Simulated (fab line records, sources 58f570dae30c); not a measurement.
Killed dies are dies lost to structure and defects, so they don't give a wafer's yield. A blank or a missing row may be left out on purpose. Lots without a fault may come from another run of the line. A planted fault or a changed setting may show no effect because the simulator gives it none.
A sampling plan put to the test | flow berkeley_cmos170 | one fab line, 28 faults that these records tell of, each judged on the records of the lots that it struck
The plan is the line's own looks: the steps of the route at which a gauge or an inspection reads the wafer and doesn't change it. A look can be judged if struck wafers have a number there and the file gives its usual mean and standard deviation on fault-free wafers. Caught: at a look after the fault's first step, the mean of the struck wafers lies 4 or more of those standard deviations (sigma) from the usual mean. On the tool: the same test on the tool's own readings at the fault's steps. Another recipe on the struck wafers, or a record that is blank for them alone, also counts as caught.

THE FAULTS, as the simulator had put them in
1. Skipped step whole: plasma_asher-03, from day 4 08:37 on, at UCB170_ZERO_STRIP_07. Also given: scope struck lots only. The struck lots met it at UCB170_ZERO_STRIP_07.
2. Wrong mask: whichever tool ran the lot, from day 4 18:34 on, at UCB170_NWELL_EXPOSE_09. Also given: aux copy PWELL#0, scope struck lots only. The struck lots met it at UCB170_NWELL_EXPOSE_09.
3. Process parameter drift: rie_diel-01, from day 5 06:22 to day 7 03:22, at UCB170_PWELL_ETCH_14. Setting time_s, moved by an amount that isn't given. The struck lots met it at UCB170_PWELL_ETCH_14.
4. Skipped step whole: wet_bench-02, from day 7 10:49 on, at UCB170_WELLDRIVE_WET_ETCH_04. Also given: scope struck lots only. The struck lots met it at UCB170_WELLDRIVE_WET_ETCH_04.
5. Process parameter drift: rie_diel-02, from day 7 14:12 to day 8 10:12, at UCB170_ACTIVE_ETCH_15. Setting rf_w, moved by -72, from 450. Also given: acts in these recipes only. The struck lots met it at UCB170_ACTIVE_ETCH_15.
6. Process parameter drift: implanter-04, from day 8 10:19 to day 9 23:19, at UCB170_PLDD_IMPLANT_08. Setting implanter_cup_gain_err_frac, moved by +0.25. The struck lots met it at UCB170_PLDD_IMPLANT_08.
7. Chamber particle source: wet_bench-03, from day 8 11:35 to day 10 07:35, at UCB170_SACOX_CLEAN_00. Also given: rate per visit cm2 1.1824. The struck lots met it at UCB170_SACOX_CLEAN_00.
8. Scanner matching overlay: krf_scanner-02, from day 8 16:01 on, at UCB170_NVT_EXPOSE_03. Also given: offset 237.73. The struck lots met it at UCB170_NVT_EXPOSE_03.
9. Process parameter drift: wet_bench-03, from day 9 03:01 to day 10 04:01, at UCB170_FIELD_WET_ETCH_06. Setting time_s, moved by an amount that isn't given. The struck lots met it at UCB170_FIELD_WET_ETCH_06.
10. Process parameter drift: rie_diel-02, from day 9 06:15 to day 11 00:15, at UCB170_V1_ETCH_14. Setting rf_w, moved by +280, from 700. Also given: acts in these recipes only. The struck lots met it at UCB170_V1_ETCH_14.
11. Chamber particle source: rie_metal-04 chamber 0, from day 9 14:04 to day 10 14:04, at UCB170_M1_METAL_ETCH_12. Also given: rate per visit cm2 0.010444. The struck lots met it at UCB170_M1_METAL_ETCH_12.
12. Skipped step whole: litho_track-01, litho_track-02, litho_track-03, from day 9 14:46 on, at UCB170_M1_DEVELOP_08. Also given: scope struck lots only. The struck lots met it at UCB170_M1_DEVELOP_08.
13. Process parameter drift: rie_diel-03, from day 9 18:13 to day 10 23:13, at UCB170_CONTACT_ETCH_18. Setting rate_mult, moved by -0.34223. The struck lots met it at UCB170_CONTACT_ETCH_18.
14. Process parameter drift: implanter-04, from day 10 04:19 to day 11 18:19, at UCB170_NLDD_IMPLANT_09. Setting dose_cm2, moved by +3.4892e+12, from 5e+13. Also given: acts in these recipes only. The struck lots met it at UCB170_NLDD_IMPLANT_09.
15. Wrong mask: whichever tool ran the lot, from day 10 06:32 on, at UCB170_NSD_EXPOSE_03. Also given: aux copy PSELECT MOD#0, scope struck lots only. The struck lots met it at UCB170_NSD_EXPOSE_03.
16. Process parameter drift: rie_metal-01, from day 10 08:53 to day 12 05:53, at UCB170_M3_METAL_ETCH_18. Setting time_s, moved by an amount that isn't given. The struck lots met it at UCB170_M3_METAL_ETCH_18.
17. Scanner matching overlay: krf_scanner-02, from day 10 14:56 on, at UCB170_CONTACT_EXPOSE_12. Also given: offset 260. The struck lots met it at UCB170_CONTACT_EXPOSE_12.
18. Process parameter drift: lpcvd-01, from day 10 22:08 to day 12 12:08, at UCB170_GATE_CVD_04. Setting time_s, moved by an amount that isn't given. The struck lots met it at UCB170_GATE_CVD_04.
19. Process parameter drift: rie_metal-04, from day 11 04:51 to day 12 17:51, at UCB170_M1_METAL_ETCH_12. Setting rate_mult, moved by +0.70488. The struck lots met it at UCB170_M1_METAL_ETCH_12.
20. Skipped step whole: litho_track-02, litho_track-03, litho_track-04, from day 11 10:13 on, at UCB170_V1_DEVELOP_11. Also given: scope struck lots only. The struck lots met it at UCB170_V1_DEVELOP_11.
21. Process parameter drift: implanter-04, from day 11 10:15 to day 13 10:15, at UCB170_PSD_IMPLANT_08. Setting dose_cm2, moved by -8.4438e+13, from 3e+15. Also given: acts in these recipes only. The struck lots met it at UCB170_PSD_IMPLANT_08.
22. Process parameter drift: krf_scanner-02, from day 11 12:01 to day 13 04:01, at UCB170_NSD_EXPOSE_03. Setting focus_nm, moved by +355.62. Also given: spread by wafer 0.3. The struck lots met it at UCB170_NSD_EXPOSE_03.
23. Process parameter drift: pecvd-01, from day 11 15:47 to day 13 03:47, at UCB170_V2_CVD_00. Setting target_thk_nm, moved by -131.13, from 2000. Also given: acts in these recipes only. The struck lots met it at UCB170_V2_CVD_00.
24. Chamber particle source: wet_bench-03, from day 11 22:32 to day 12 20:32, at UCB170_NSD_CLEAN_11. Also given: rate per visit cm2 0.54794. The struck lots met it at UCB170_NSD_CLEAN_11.
25. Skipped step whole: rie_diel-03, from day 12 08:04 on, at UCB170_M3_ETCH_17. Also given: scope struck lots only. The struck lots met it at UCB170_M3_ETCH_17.
26. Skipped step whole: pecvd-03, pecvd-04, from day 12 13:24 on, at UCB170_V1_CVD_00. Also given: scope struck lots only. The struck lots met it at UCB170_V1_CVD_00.
27. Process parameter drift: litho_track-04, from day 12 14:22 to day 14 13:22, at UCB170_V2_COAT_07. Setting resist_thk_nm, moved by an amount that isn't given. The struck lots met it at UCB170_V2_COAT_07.
28. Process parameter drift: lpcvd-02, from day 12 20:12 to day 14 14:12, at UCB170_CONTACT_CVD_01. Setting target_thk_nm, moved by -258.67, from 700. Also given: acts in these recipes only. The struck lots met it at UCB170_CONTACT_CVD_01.

WHAT THE PLAN SAW
fault | on the tool itself                               | first look that catches it                      | reading, sigma                                   | median hours from its first step to that look | hours from the fault's start to the first struck lot there | judged looks passed uncaught
1     | the tool's record is blank for the struck wafers | no look after it can be judged                  | -                                                | -                                             | -                                                          | 0
2     | no reading that can be judged                    | UCB170_NWELL_TW_MEAS_16                         | NWELL_TW -99 or beyond                           | 0.8                                           | 1                                                          | 0
3     | run_length_s -24 sigma                           | no look after it can be judged                  | -                                                | -                                             | -                                                          | 0
4     | the tool's record is blank for the struck wafers | no look after it can be judged                  | -                                                | -                                             | -                                                          | 0
5     | rf_fwd_power_W -55 sigma                         | not the one look that can be judged after it    | -                                                | -                                             | -                                                          | 1
6     | faraday_current_uA +8.1 sigma                    | UCB170_SDANNEAL_RS_MEAS_04                      | PLDD_RS +34                                      | 13.0                                          | 16                                                         | 1
7     | no reading that can be judged                    | not the one look that can be judged after it    | -                                                | -                                             | -                                                          | 1
8     | no reading that can be judged                    | UCB170_NVT_OVL_MEAS_06                          | NVT_OVL +52                                      | 0.4                                           | 5                                                          | 0
9     | run_length_s -7.0 sigma                          | UCB170_FIELD_THK_MEAS_90                        | FIELD_OXIDE_LEFT_1_THK +4.1                      | 0.0                                           | 6                                                          | 0
10    | rf_fwd_power_W +99 or beyond sigma               | not the one look that can be judged after it    | strongest: cd_nm at UCB170_V1_CD_MEAS_90, +2.7   | -                                             | -                                                          | 1
11    | under 2 sigma                                    | no look after it can be judged                  | -                                                | -                                             | -                                                          | 0
12    | no reading that can be judged                    | no look after it can be judged                  | -                                                | -                                             | -                                                          | 0
13    | oes_product_au -6.9 sigma                        | no look after it can be judged                  | -                                                | -                                             | -                                                          | 0
14    | dose_ions_cm2 +76 sigma                          | UCB170_SDANNEAL_RS_MEAS_05                      | NLDD_RS -8.5                                     | 18.8                                          | 26                                                         | 0
15    | no reading that can be judged                    | UCB170_NSD_TW_MEAS_10                           | NSD_TW -79                                       | 0.8                                           | 1                                                          | 0
16    | run_length_s +99 or beyond sigma                 | no look after it can be judged                  | -                                                | -                                             | -                                                          | 0
17    | no reading that can be judged                    | UCB170_CONTACT_OVL_MEAS_16                      | CONTACT_OVL +41                                  | 0.5                                           | 0                                                          | 0
18    | no reading that can be judged                    | UCB170_GATE_THK_MEAS_05                         | GATE_POLY_THK -4.5                               | 1.4                                           | 36                                                         | 0
19    | under 2 sigma                                    | UCB170_M1_CD_MEAS_90                            | cd_nm -5.2                                       | 0.2                                           | 11                                                         | 0
20    | no reading that can be judged                    | no look after it can be judged                  | -                                                | -                                             | -                                                          | 0
21    | dose_ions_cm2 -27 sigma                          | UCB170_SDANNEAL_RS_MEAS_02                      | PSD_RS +4.8                                      | 9.3                                           | 17                                                         | 0
22    | exposure_dose_mJ_cm2 -4.8 sigma                  | none of the 2 looks that can be judged after it | strongest: cd_nm at UCB170_NSD_CD_MEAS_06, +2.7  | -                                             | -                                                          | 2
23    | under 2 sigma                                    | UCB170_V2_THK_MEAS_01                           | V2_TEOS_THK -4.3                                 | 0.2                                           | 11                                                         | 0
24    | no reading that can be judged                    | none of the 3 looks that can be judged after it | -                                                | -                                             | -                                                          | 3
25    | the tool's record is blank for the struck wafers | no look after it can be judged                  | -                                                | -                                             | -                                                          | 0
26    | the tool's record is blank for the struck wafers | not the one look that can be judged after it    | strongest: V1_BOW at UCB170_V1_BOW_MEAS_03, -3.2 | -                                             | -                                                          | 1
27    | under 2 sigma                                    | no look after it can be judged                  | -                                                | -                                             | -                                                          | 0
28    | no reading that can be judged                    | UCB170_CONTACT_THK_MEAS_02                      | CONTACT_PSG_THK -34                              | 1.8                                           | 16                                                         | 0
A dash: the fault isn't caught, or these records don't give the number.

Caught at a look: 12 of 28. Caught on the tool: 14 of 28. By one or the other: 22 of 28.
Caught on the tool alone: faults 1, 3, 4, 5, 10, 13, 16, 22, 25, 26.
Caught at a look alone: faults 2, 8, 15, 17, 18, 19, 23, 28.
Caught by neither: faults 7, 11, 12, 20, 24, 27.

THINNER SAMPLING
If the look that catches a fault measured only every second or every third lot, by lot number, the first struck lot would be measured this late in the worst case:
fault | struck lots at that look, in order of time | every lot | every second lot | every third lot
2     | L692                                       | 1 h       | may miss it      | may miss it
6     | L871, L872, L879                           | 16 h      | 16 h             | 47 h
8     | L444, L445, L452                           | 5 h       | 5 h              | 31 h
9     | L589, L590                                 | 6 h       | 6 h              | may miss all 2
14    | L177, L179                                 | 26 h      | may miss all 2   | may miss all 2
15    | L824                                       | 1 h       | may miss it      | may miss it
17    | L369, L370, L373, L374                     | 0 h       | 1 h              | 41 h
18    | L991, L992                                 | 36 h      | 36 h             | may miss all 2
19    | L930, L931, L934                           | 11 h      | 29 h             | may miss all 3
21    | L309, L311                                 | 17 h      | may miss all 2   | may miss all 2
23    | L683, L686                                 | 11 h      | 32 h             | may miss all 2
28    | L128, L129, L130                           | 16 h      | 16 h             | 35 h
Hours are from the fault's start to the first struck lot that is measured. The limit of 4 sigma was tested on all struck wafers together, so one lot alone may lie under it. Other struck lots may not be in these records.

THE LONGEST TIMED WAY FROM STEP TO LOOK
Fault 14: a median of 18.8 hours passes between UCB170_NLDD_IMPLANT_09 and UCB170_SDANNEAL_RS_MEAS_05. No look between them can be judged.
